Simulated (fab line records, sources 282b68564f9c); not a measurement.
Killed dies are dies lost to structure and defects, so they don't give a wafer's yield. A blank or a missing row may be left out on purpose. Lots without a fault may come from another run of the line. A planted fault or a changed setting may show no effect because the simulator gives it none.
Which tool did it? | flow rit_cmos | 14 lots, 42 wafers sampled, at 1 step of a route of 202

WHAT THE GAUGES READ, wafer by wafer
The record holds no reading of a measuring or inspecting step that can be judged against a usual standard deviation.

WHICH TOOL RAN EACH LOT (tool, then ch and the chambers of the sampled wafers, then the start)
lot  | RIT_ACTIVE_OXIDATION_01
L789 | furnace-04 ch 0, day 1 15:32
L792 | furnace-01 ch 0, day 2 07:06
L793 | furnace-04 ch 0, day 2 11:57
L794 | furnace-01 ch 0, day 2 18:29
L795 | furnace-04 ch 0, day 2 21:46
L797 | furnace-04 ch 0, day 3 07:08
L798 | furnace-03 ch 0, day 3 12:23
L803 | furnace-01 ch 0, day 4 13:07
L804 | furnace-04, day 4 18:57
L805 | furnace-01, day 4 23:09
L806 | furnace-01 ch 0, day 5 06:47
L808 | furnace-01 ch 0, day 5 14:34
L810 | furnace-01 ch 0, day 6 01:56
L811 | furnace-01 ch 0, day 6 05:11
- RIT_ACTIVE_OXIDATION_01: target thk 46.8 nm, ox time 3360 s.

WHAT THE TOOLS THEMSELVES READ (means of the sampled wafers that have a number; where no wafer has one, the mark that the record gives instead)
RIT_ACTIVE_OXIDATION_01. Usual: ox_temp_c 999.9 C, standard deviation 0.45; ox_temp_c_max 1005.6, standard deviation 2.4; tube_center_temp_C_max 1002.6, standard deviation 0.44.
lot  | tool       | ox_temp_c (C) | ox_temp_c_max | tube_center_temp_C_max | flag
L789 | furnace-04 | 999.6         | 1006.4        | 1002.6                 |
L792 | furnace-01 | 1000.3        | 1003.6        | 1002.7                 |
L793 | furnace-04 | 999.8         | 1007.2        | 1002.3                 |
L794 | furnace-01 | 999.7         | 1003.5        | 1002.4                 |
L795 | furnace-04 | 1000.1        | 1007.9        | 1002.5                 |
L797 | furnace-04 | 1000.1        | 1007.9        | 1002.5                 |
L798 | furnace-03 | 1000.0        | 1006.5        | 1002.3                 |
L803 | furnace-01 | 999.2         | 1002.5        | 1002.6                 |
L804 | furnace-04 | -             | -             | -                      | OFF
L805 | furnace-01 | -             | -             | -                      | OFF
L806 | furnace-01 | 1000.0        | 1003.8        | 1002.8                 |
L808 | furnace-01 | 1000.3        | 1003.6        | 1002.9                 |
L810 | furnace-01 | 1000.4        | 1004.2        | 1002.5                 |
L811 | furnace-01 | 999.8         | 1003.9        | 1002.9                 |

THE ANSWER, worked out from the rows above alone
Rule: a lot is off if the mean of its wafers that have a number lies more than 3 standard deviations from the usual mean. A lot without any number at a reading at which 4 lots or more have one is off too. The other lots that the step has rows for count as sound. The gauges are gone through in route order, then the tools' own readings, and for those a lot's mean is taken as printed above. The first step at which some lot is off is used, and at that step the reading that is off furthest; a lot without a number counts as furthest.
Off: L804, L805, at RIT_ACTIVE_OXIDATION_01 (ox_temp_c). Without a number there: L804, L805.
A tool fits if, at that step or a process step before it, it ran every lot that is off, and no sound lot after the first of them. None of those tried fits.

WHAT THE SIMULATOR HAD PUT IN
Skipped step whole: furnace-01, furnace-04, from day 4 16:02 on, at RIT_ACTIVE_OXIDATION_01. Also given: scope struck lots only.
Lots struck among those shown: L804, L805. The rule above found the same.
